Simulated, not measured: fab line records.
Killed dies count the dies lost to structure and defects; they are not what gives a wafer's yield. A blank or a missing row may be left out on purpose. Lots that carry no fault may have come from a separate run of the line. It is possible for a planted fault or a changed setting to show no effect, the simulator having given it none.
A sampling plan put to the test :: flow berkeleyCmos170 :: 20 faults told of in these records, all on one fab line, each judged by the records of the lots it struck
What counts as the plan is the set of the line's own looks, namely the steps on the route at which a gauge or an inspection reads a wafer and does not change it. A look is open to judgement when struck wafers have a number at it and the file gives its usual mean and standard deviation on fault-free wafers. Caught: a look later than the fault's first step finds the struck wafers' mean 4 or more of those standard deviations (sigma) from the usual mean. On the tool: here the same test is run on the tool's own readings at the fault's steps. A different recipe on the struck wafers counts as caught too, as does a record blank only for those wafers.

== THE FAULTS, as the simulator had put them in ==
1. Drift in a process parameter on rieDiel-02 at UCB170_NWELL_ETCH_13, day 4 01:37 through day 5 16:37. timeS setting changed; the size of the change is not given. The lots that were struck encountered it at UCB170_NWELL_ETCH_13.
2. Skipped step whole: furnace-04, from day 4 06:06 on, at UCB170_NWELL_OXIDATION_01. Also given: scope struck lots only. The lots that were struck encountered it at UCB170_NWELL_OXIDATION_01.
3. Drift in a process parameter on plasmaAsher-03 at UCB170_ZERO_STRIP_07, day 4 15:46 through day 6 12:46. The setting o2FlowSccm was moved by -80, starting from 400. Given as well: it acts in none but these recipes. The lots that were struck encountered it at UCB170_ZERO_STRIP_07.
4. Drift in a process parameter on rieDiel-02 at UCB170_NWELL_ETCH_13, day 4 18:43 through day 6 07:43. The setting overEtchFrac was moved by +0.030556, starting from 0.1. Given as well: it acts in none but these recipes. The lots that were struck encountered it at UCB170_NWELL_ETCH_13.
5. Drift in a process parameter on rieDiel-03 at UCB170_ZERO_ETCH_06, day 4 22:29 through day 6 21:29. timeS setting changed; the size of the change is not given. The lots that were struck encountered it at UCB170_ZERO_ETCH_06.
6. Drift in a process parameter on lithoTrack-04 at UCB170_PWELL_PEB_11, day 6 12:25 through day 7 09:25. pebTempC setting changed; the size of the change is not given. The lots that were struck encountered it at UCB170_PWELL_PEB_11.
7. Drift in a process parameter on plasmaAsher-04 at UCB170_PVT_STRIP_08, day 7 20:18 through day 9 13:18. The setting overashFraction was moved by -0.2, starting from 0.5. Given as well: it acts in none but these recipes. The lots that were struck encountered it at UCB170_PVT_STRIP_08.
8. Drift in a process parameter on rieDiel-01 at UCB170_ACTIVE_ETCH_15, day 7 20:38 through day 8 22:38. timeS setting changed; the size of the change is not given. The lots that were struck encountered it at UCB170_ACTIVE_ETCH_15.
9. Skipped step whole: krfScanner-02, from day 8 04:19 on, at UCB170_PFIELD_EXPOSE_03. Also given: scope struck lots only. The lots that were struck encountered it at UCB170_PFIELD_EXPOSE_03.
10. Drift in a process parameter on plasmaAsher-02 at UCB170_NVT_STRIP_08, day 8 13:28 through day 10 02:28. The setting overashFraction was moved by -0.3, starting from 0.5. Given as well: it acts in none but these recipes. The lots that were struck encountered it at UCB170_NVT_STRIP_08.
11. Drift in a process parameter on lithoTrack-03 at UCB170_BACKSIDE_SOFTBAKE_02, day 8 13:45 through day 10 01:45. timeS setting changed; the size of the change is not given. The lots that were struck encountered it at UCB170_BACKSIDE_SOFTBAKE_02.
12. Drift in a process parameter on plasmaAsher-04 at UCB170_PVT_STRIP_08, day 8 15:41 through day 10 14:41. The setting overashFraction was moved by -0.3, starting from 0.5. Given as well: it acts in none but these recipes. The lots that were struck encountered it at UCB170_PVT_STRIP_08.
13. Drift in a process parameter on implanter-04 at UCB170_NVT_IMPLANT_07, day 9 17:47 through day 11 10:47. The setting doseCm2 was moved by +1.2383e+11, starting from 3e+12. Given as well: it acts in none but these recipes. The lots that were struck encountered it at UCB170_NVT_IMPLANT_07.
14. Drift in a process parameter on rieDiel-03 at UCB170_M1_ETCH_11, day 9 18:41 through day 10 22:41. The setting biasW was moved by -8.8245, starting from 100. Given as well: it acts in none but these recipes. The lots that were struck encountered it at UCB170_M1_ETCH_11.
15. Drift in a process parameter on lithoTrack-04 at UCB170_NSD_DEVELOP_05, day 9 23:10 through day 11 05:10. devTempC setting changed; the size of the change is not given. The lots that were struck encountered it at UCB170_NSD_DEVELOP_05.
16. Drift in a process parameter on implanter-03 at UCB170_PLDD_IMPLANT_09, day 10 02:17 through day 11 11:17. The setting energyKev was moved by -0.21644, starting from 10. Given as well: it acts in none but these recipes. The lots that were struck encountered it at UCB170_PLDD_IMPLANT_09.
17. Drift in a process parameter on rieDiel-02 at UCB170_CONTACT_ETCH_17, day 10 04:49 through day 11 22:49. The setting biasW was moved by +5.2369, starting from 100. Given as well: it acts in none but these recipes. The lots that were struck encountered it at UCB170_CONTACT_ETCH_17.
18. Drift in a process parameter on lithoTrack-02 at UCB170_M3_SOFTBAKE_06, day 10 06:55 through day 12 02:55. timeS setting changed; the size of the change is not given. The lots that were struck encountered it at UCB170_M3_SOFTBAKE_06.
19. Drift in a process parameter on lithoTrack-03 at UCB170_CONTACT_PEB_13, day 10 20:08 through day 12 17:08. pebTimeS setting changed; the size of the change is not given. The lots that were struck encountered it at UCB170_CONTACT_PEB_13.
20. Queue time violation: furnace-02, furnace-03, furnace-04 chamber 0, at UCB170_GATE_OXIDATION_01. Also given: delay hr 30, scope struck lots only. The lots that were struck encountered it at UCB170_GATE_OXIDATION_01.

== WHAT THE PLAN SAW ==
fault: 1
on the tool itself: runLengthS -20 sigma
first look that catches it: no look after it can be judged
reading, sigma: -
median hours from its first step to that look: -
hours from the fault's start to the first struck lot there: -
judged looks passed uncaught: 0

fault: 2
on the tool itself: the tool's record is blank for the struck wafers
first look that catches it: no look after it can be judged
reading, sigma: -
median hours from its first step to that look: -
hours from the fault's start to the first struck lot there: -
judged looks passed uncaught: 0

fault: 3
on the tool itself: o2FlowSccm -72 sigma
first look that catches it: none of the 2 looks that can be judged after it
reading, sigma: -
median hours from its first step to that look: -
hours from the fault's start to the first struck lot there: -
judged looks passed uncaught: 2

fault: 4
on the tool itself: under 2 sigma
first look that catches it: not the one look that can be judged after it
reading, sigma: -
median hours from its first step to that look: -
hours from the fault's start to the first struck lot there: -
judged looks passed uncaught: 1

fault: 5
on the tool itself: oesProductAu +14 sigma
first look that catches it: not the one look that can be judged after it
reading, sigma: -
median hours from its first step to that look: -
hours from the fault's start to the first struck lot there: -
judged looks passed uncaught: 1

fault: 6
on the tool itself: heaterPowerTotalW +36 sigma
first look that catches it: none of the 2 looks that can be judged after it
reading, sigma: -
median hours from its first step to that look: -
hours from the fault's start to the first struck lot there: -
judged looks passed uncaught: 2

fault: 7
on the tool itself: oesProductAu +18 sigma
first look that catches it: none of the 2 looks that can be judged after it
reading, sigma: -
median hours from its first step to that look: -
hours from the fault's start to the first struck lot there: -
judged looks passed uncaught: 2

fault: 8
on the tool itself: runLengthS -16 sigma
first look that catches it: not the one look that can be judged after it
reading, sigma: -
median hours from its first step to that look: -
hours from the fault's start to the first struck lot there: -
judged looks passed uncaught: 1

fault: 9
on the tool itself: no reading that can be judged
first look that catches it: no look after it can be judged
reading, sigma: -
median hours from its first step to that look: -
hours from the fault's start to the first struck lot there: -
judged looks passed uncaught: 0

fault: 10
on the tool itself: oesProductAu +28 sigma
first look that catches it: no look after it can be judged
reading, sigma: -
median hours from its first step to that look: -
hours from the fault's start to the first struck lot there: -
judged looks passed uncaught: 0

fault: 11
on the tool itself: runLengthS +33 sigma
first look that catches it: none of the 2 looks that can be judged after it
reading, sigma: -
median hours from its first step to that look: -
hours from the fault's start to the first struck lot there: -
judged looks passed uncaught: 2

fault: 12
on the tool itself: oesProductAu +29 sigma
first look that catches it: not the one look that can be judged after it
reading, sigma: -
median hours from its first step to that look: -
hours from the fault's start to the first struck lot there: -
judged looks passed uncaught: 1

fault: 13
on the tool itself: doseIonsCm2 +37 sigma
first look that catches it: not the one look that can be judged after it
reading, sigma: -
median hours from its first step to that look: -
hours from the fault's start to the first struck lot there: -
judged looks passed uncaught: 1

fault: 14
on the tool itself: biasW -33 sigma
first look that catches it: none of the 2 looks that can be judged after it
reading, sigma: -
median hours from its first step to that look: -
hours from the fault's start to the first struck lot there: -
judged looks passed uncaught: 2

fault: 15
on the tool itself: developerTempC +6.9 sigma
first look that catches it: not the one look that can be judged after it
reading, sigma: -
median hours from its first step to that look: -
hours from the fault's start to the first struck lot there: -
judged looks passed uncaught: 1

fault: 16
on the tool itself: beamEnergyKeV -80 sigma
first look that catches it: not the one look that can be judged after it
reading, sigma: -
median hours from its first step to that look: -
hours from the fault's start to the first struck lot there: -
judged looks passed uncaught: 1

fault: 17
on the tool itself: biasW +16 sigma
first look that catches it: no look after it can be judged
reading, sigma: -
median hours from its first step to that look: -
hours from the fault's start to the first struck lot there: -
judged looks passed uncaught: 0

fault: 18
on the tool itself: heaterPowerTotalW +99 or beyond sigma
first look that catches it: not the one look that can be judged after it
reading, sigma: -
median hours from its first step to that look: -
hours from the fault's start to the first struck lot there: -
judged looks passed uncaught: 1

fault: 19
on the tool itself: heaterPowerTotalW +18 sigma
first look that catches it: no look after it can be judged
reading, sigma: -
median hours from its first step to that look: -
hours from the fault's start to the first struck lot there: -
judged looks passed uncaught: 0

fault: 20
on the tool itself: under 2 sigma
first look that catches it: not the one look that can be judged after it
reading, sigma: -
median hours from its first step to that look: -
hours from the fault's start to the first struck lot there: -
judged looks passed uncaught: 1
A dash: the fault isn't caught, or these records don't give the number.

Caught at a look: 0 of 20. Caught on the tool: 17 of 20. By one or the other: 17 of 20.
Faults 1, 2, 3, 5, 6, 7, 8, 10, 11, 12, 13, 14, 15, 16, 17, 18, 19 were caught on the tool alone.
Caught by neither: faults 4, 9, 20.
